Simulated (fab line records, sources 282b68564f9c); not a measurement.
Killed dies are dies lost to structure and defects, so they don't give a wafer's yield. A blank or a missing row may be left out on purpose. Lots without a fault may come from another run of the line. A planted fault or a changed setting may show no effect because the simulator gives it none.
One fault seen from 2 desks | flow rit_cmos | each desk has only its own numbers; what lay behind them comes last

THE TOOL OWNER'S DESK: rtp_anneal-02
The tool's own readings at RIT_SDANNEAL_RTA_03 (time 5 s): means of the sampled wafers that have a number, for each lot that ran on this tool. A lot is out of limits, marked OUT, if its mean lies more than 4 standard deviations from the usual mean; the brackets give that distance.
Columns: A = wafer_temp_C_max at RIT_SDANNEAL_RTA_03, usual 1053.3
lot  | first seen here | A
L501 | day 3 10:27     | 1053.2
L503 | day 3 23:29     | 1053.4
L507 | day 4 20:47     | 1053.8
L509 | day 5 00:59     | 1053.5
L511 | day 5 13:36     | 1053.0
L513 | day 5 23:24     | 1053.4
L515 | day 6 10:48     | 1053.3
L517 | day 6 18:55     | 1053.1
This desk's finding: nothing out of limits on any of the 8 lots.

THE METROLOGY DESK
What the gauges read, lot by lot, whatever tool the lot ran on: means of the sampled wafers that have a number. A lot is out of limits, marked OUT, if its mean lies more than 4 standard deviations from the usual mean; the brackets give that distance.
Columns: A = PSD_RS at RIT_SDANNEAL_RS_MEAS_04, usual 115.74 ohm/sq; B = PLDD_RS at RIT_SDANNEAL_RS_MEAS_06, usual 177.0 ohm/sq; C = SILICIDE_TI_THK at RIT_SILICIDE_THK_MEAS_03, usual 30.7 nm
lot  | first seen here | A                 | B                | C
L501 | day 3 10:31     | 115.53            | 176.9            | 30.5
L503 | day 3 23:33     | 115.99            | 177.5            | 30.9
L506 | day 4 16:08     | 115.54            | 177.0            | 30.4
L507 | day 4 20:50     | 115.71            | 177.0            | 30.2
L508 | day 5 00:39     | 115.65            | 176.8            | 30.6
L509 | day 5 01:04     | 115.45            | 176.5            | 30.7
L510 | day 5 09:14     | 115.71            | 176.8            | 30.3
L511 | day 5 13:40     | 115.65            | 176.4            | 30.4
L512 | day 5 19:32     | 115.57            | 177.1            | 30.4
L513 | day 5 23:28     | 115.94            | 177.3            | 30.1
L515 | day 6 10:53     | 113.69 (-7.6) OUT | 175.1 (-4.7) OUT | 31.5
L517 | day 6 18:58     | 113.79 (-7.2) OUT | 174.8 (-5.6) OUT | 31.0
L518 | day 6 20:58     | 116.01            | 177.1            | 30.9
L522 | day 7 17:50     | 115.66            | 177.5            | 30.6
This desk's finding: out of limits on L515, L517; first on L515, day 6 10:53 (PSD_RS at RIT_SDANNEAL_RS_MEAS_04). In limits: L501, L503, L506, L507, L508, L509, L510, L511, L512, L513, L518, L522.

PUT TOGETHER
The metrology desk could have raised an alarm at day 6 10:53, on L515, L517.
The tool owner's desk saw nothing out of limits.
The tool owner's desk has L515, L517 on record, within its limits.
Of the lots named, all ran RIT_SDANNEAL_RTA_03 on rtp_anneal-02.

WHAT THE SIMULATOR HAD PUT IN
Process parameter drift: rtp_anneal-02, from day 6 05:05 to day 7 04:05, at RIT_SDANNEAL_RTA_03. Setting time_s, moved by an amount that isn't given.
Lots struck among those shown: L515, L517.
Hours from the fault's start to each desk's first reading out of limits: the metrology desk, 6.
